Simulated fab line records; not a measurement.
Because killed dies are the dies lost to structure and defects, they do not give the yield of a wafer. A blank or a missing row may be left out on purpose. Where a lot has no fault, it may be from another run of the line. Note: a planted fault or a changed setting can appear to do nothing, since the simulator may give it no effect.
A struck lot beside a sound one ; flow berkeley cmos170 ; 38 steps out of a route of 331
Sound: these wafers, L221.2, L221.3, L221.6. Struck: wafers L210.1, L210.2, L210.4. Last of all comes the cause.
Order at every step that has rows: each side's tool, ch and its chambers, its first start. Under that, the readings that differ: sound wafers ; struck wafers ; difference of the means ; sigmas: that difference in standard deviations of wafers without a fault.
alike: readings whose means differ by less than 2 such deviations, and words and numbers that are the same on both sides. not compared: withheld readings, readings that some wafer has no value for, bounds like >300 that may hide the same value, and numbers for which the record gives no deviation and whose values overlap.
Wherever a step has rows on one side only, a row that says differs or no value, or a row with sigmas, the two part there. Numbers that don't overlap but have no deviation are shown without sigmas and don't part them. A reading missing from all wafers of one side parts the sides only when that side holds two or more wafers.

first, 1 step without rows for these wafers: UCB170_SPACER_CVD_00 (deposits SiO2 from TEOS/O2, target thk 376 nm, time 47 s).
UCB170_SPACER_THK_MEAS_01:
  sound on film metro-03 at day 10 03:53; struck on film metro-02 at day 8 00:10
  alike: SPACER_TEOS_THK
then, 1 step without rows for these wafers: UCB170_SPACER_ANNEAL_02 (time 1800 s).
UCB170_SPACER_ETCHBACK_03: etches SiO2 in CHF3/CF4/Ar, stops on Si, target depth 376 nm, time 100 s.
  sound on rie diel-01 ch 0,1,3, day 10 10:14; struck on rie diel-04 ch 1,2,3, day 8 07:16
  alike: CHF3_flow_sccm, chamber pressure mTorr, drypump motor current A, oes product au, rf fwd power W, throttle valve pct
  not compared: rf hours counter h
then, 6 steps without rows for these wafers: UCB170_PSD_HMDS_00 (prime time 60 s); UCB170_PSD_COAT_01 (resist thk 900 nm); UCB170_PSD_SOFTBAKE_02 (time 60 s); UCB170_PSD_EXPOSE_03 (exposes mask PSELECT MOD, target cd 1200 nm); UCB170_PSD_PEB_04; UCB170_PSD_DEVELOP_05 (develop time 45 s).
UCB170_PSD_CD_MEAS_06: the cd target is 1200 nm.
  sound on cd sem-02 at day 10 11:11; struck on cd sem-02 at day 8 08:26
  alike: cd nm
UCB170_PSD_OVL_MEAS_07:
  sound on overlay-01 at day 10 11:17; struck on overlay-02 at day 8 08:33
  alike: PSD_OVL
UCB170_PSD_IMPLANT_08:
  sound on implanter-02 ch 0, day 10 11:20; struck on implanter-01 ch 0, day 8 08:35
reading;sound;struck;difference;sigmas
beam energy keV;20.000 20.009 20.001;16.402 16.401 16.394;-3.604;-99 or more
model.implant.rp nm (nm);62.69 62.69 62.69;54.33 54.33 54.33;-8.36;
model.implant.drp nm (nm);28.34 28.34 28.34;24.57 24.57 24.57;-3.77;
UCB170_PSD_STRIP_09: strips in O2.
  sound on plasma asher-02 ch 0,1, day 10 11:28; struck on plasma asher-01 ch 0,1, day 8 08:44
reading;sound;struck;difference;sigmas
oes product au (a.u.);0.597 0.599 0.596;0.618 0.620 0.622;+0.023;+5
strip time to endpoint s (s);29.43 29.50 29.48;27.80 27.81 27.77;-1.68;-26
  alike: chamber pressure mTorr, drypump motor current A
  not compared: rf hours counter h
UCB170_PSD_TW_MEAS_10:
  sound on film metro-01 at day 10 11:34; struck on film metro-01 at day 8 08:50
reading;sound;struck;difference;sigmas
PSD_TW;2348 2347 2352;2257 2251 2243;-99;-5
then, 7 steps without rows for these wafers: UCB170_PSD_CLEAN_11 (cleans in SPM, time 600 s); UCB170_NSD_HMDS_00 (prime time 60 s); UCB170_NSD_COAT_01 (resist thk 900 nm); UCB170_NSD_SOFTBAKE_02 (time 60 s); UCB170_NSD_EXPOSE_03 (exposes mask NSELECT MOD, target cd 1200 nm); UCB170_NSD_PEB_04; UCB170_NSD_DEVELOP_05 (develop time 45 s).
UCB170_NSD_CD_MEAS_06: the cd target is 1200 nm.
  sound on cd sem-02 at day 10 12:52; struck on cd sem-01 at day 8 10:34
  alike: cd nm
UCB170_NSD_OVL_MEAS_07:
  sound on overlay-02 at day 10 12:58; struck on overlay-01 at day 8 10:41
  alike: NSD_OVL
after that, 1 step had no rows for these wafers: UCB170_NSD_IMPLANT_08.
UCB170_NSD_STRIP_09: strips in O2.
  sound on plasma asher-03 ch 0,1, day 10 13:08; struck on plasma asher-02 ch 0,1, day 8 10:52
reading;sound;struck;difference;sigmas
strip time to endpoint s (s);35.85 35.78 35.84;35.55 35.58 35.64;-0.23;-3
  alike: chamber pressure mTorr, drypump motor current A, oes product au
  not compared: rf hours counter h
UCB170_NSD_TW_MEAS_10:
  sound on film metro-02 at day 10 13:15; struck on film metro-02 at day 8 10:58
  alike: NSD_TW
then, 4 steps without rows for these wafers: UCB170_NSD_CLEAN_11 (cleans in SPM, time 600 s); UCB170_BACKSIDE_HMDS_00 (prime time 60 s); UCB170_BACKSIDE_COAT_01 (resist thk 900 nm); UCB170_BACKSIDE_SOFTBAKE_02 (time 60 s).
UCB170_BACKSIDE_STRIP_03: strips in O2.
  sound on plasma asher-03 ch 0,1, day 10 13:56; struck on plasma asher-02 ch 0,1, day 8 14:17
  alike: chamber pressure mTorr, drypump motor current A, oes product au, strip time to endpoint s
  not compared: rf hours counter h
then, 1 step without rows for these wafers: UCB170_BACKSIDE_CLEAN_04 (cleans in SPM, time 600 s).
UCB170_SDANNEAL_RTA_00: time 10 s.
  sound on rtp anneal-02 ch 0, day 10 16:09; struck on rtp anneal-02 ch 0, day 8 14:34
  alike: lamp power pct, wafer_temp_C_max
UCB170_SDANNEAL_RTA_01: time 5 s.
  sound on rtp anneal-02 ch 0, day 10 16:13; struck on rtp anneal-02 ch 0, day 8 14:38
  alike: lamp power pct, wafer_temp_C_max
UCB170_SDANNEAL_RS_MEAS_02: the measuring method here is four-point-probe.
  sound on film metro-04 at day 10 16:17; struck on film metro-04 at day 8 14:41
reading;sound;struck;difference;sigmas
PSD_RS (ohm/sq);75.76 75.30 75.07;77.95 77.78 78.01;+2.54;+10
UCB170_SDANNEAL_RS_MEAS_03: the measuring method here is four-point-probe.
  sound on film metro-04 at day 10 16:24; struck on film metro-04 at day 8 14:49
  alike: NSD_RS
UCB170_M3_PROBE_99:
  the record holds rows for the sound wafers here (prober-02, day 11 17:52) but none for the struck ones

== WHERE THEY PART ==
First at UCB170_PSD_IMPLANT_08; last, within this record, at UCB170_M3_PROBE_99.

WHY: the cause the simulator had injected
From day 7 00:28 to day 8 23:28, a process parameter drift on implanter-01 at UCB170_PSD_IMPLANT_08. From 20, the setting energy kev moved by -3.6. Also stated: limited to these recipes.
